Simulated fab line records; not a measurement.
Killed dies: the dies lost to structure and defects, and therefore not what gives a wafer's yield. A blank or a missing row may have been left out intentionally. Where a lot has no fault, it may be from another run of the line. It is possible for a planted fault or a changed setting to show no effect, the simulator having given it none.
Problem report in the 8D (eight disciplines) form, filled by code	flow ritCmos	the parts of the form that need people (team, actions taken, sign-off) are left out

## 1. WHAT WENT WRONG
Mean PSD_RS at RIT_SDANNEAL_RS_MEAS_04: 165.9 ohm/sq over 6 wafers in 2 lots; fault-free wafers: 115.9 ohm/sq, standard deviation 0.31. That is +99 or more standard deviations from the usual mean.
The step: measures by four-point-probe.
First seen on wafer L547.3, day 6 16:55, on filmMetro-03. Wafers with a number at this step in the record: 42, from 14 lots. By rule, "out" or "out of limits" means more than 4 standard deviations away from the usual mean. Any other wafer with a number is counted as sound.

## 2. WHAT IT IS AND WHAT IT IS NOT
question	is	is not
which readings at this step	PSD_RS	-
which lots	L547, L549	L533, L534, L537, L539, L540, L541, L543, L544, L546, L548, L550, L556
which wafers of those lots	all that have a number	-
read on which gauges	filmMetro-02, filmMetro-03	filmMetro-01
when	from day 6 16:55	up to then (27 sound wafers); but 9 sound wafers of L548, L550, L556 came after

## 3. THE SUSPECTS, EACH WITH WHAT RULES IT OUT
Counting: a tool stays on the suspect list if, at a process step up to the reading, it processed all lots that are out and no sound lot following the first of them.
- the gauge at RIT_SDANNEAL_RS_MEAS_04 is ruled out. The wafers that are out were read on 2 gauges (filmMetro-02, filmMetro-03).
- rtpAnneal-02 at RIT_SDANNEAL_RTA_03 (time 5 s): kept. Every lot that is out went through it, starting with L547 (day 6 16:50), and after that it ran no sound lot; the last sound lot it ran before then is L543 (day 5 14:32). Its own readings are out on those wafers: wafer_temp_C_max.
Remaining after the count: rtpAnneal-02 at RIT_SDANNEAL_RTA_03.

## 4. THE CAUSE (what the simulator had put in)
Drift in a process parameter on rtpAnneal-02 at RIT_SDANNEAL_RTA_03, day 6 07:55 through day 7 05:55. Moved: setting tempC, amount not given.
This tool alone remained once counting was done.

## 5. THE EFFECT CHAIN, in route order
One row per reading whose mean, taken over the struck wafers that have a number, lies over 3 standard deviations from the usual. Readings are gone through only where the record gives a usual standard deviation; hours: the median, over the lots, of the time from a lot's start at the first step in this table giving one to that lot's start at this step; sigmas: the change measured in usual standard deviations.
hours	step	reading	usual	on struck wafers	change	sigmas
0	RIT_SDANNEAL_RTA_03	wafer_temp_C_max	1053.4	988.1	-65.3	-50
0	RIT_SDANNEAL_RS_MEAS_04	PSD_RS	115.9 ohm/sq	165.9	+50.0	+99 or more
0	RIT_SDANNEAL_RS_MEAS_05	NSD_RS	84.61 ohm/sq	87.28	+2.67	+10
0	RIT_SDANNEAL_RS_MEAS_06	PLDD_RS	178.7 ohm/sq	246.0	+67.3	+99 or more
Its process steps:
- RIT_SDANNEAL_RTA_03: time 5 s.

## 6. WHAT WOULD HAVE CAUGHT IT SOONER
In this record the first reading out of limits at a measuring or inspecting step was taken at day 6 16:55, 9 hours after the fault began at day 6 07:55.
The tool's own readings at RIT_SDANNEAL_RTA_03 were out on every struck wafer that the step has a row for (wafer_temp_C_max): an alarm limit on them would have fired on the first of those.
Lots out: 2; of these, L549 started RIT_SDANNEAL_RTA_03 on rtpAnneal-02 after day 6 16:55. Holding the tool at that time would have saved it.
